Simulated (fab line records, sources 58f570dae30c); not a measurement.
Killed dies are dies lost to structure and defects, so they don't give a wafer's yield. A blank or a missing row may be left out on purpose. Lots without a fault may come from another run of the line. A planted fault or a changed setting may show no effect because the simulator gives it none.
Which tool did it? | flow berkeley_cmos170 | 7 lots, 21 wafers sampled, at 2 steps of a route of 331

WHAT THE GAUGES READ, wafer by wafer
UCB170_PWELL_TW_MEAS_17.
lot  | measured    | on            | PWELL_TW
L131 | day 3 10:46 | film_metro-02 | 376.4 374.8 377.0
L133 | day 3 20:32 | film_metro-04 | 378.3 377.7 379.6
L135 | day 4 03:23 | film_metro-04 | 377.7 375.7 376.8
L143 | day 6 03:17 | film_metro-03 | 392.8 392.7 394.4
L148 | day 6 22:59 | film_metro-03 | 380.1 380.5 381.4
L149 | day 7 07:10 | film_metro-03 | 379.8 378.4 379.3
L152 | day 7 22:02 | film_metro-02 | 376.8 375.0 375.2

WHICH TOOL RAN EACH LOT (tool, then ch and the chambers of the sampled wafers, then the start)
lot  | UCB170_PWELL_IMPLANT_15
L131 | implanter-01 ch 0, day 3 10:31
L133 | implanter-04 ch 0, day 3 20:15
L135 | implanter-01 ch 0, day 4 03:08
L143 | implanter-02 ch 0, day 6 03:04
L148 | implanter-04 ch 0, day 6 22:47
L149 | implanter-01 ch 0, day 7 06:56
L152 | implanter-04 ch 0, day 7 21:47
- UCB170_PWELL_IMPLANT_15

THE ANSWER, worked out from the rows above alone
Rule: what is usual is taken from the lots themselves. Put in order of their means at a reading, lots are off if they are a third of the lots or fewer, leave a main group of 4 or more, and stand apart from it by a gap of 3 or more times the standard deviation of the main group's means; of several such gaps the widest counts. A main group whose means are all the same, to the digits that the tables above print for the reading, isn't used. A lot without any number at a reading at which 4 lots or more have one is off too. The other lots that the step has rows for count as sound.
Off: L143, at UCB170_PWELL_TW_MEAS_17 (PWELL_TW). The main group: mean 377.8, standard deviation 1.8.
A tool fits if, at a process step before that reading, it ran every lot that is off, and no sound lot after the first of them. The gauges at UCB170_PWELL_TW_MEAS_17 are tried like those tools. One fits: implanter-02 at UCB170_PWELL_IMPLANT_15. It ran no sound lot before its first lot that is off in this sample, so the start can't be narrowed down.

WHAT THE SIMULATOR HAD PUT IN
Process parameter drift: implanter-02, from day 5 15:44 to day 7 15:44, at UCB170_PWELL_IMPLANT_15. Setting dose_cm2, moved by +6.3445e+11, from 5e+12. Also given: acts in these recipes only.
Lots struck among those shown: L143. The rule above found the same.
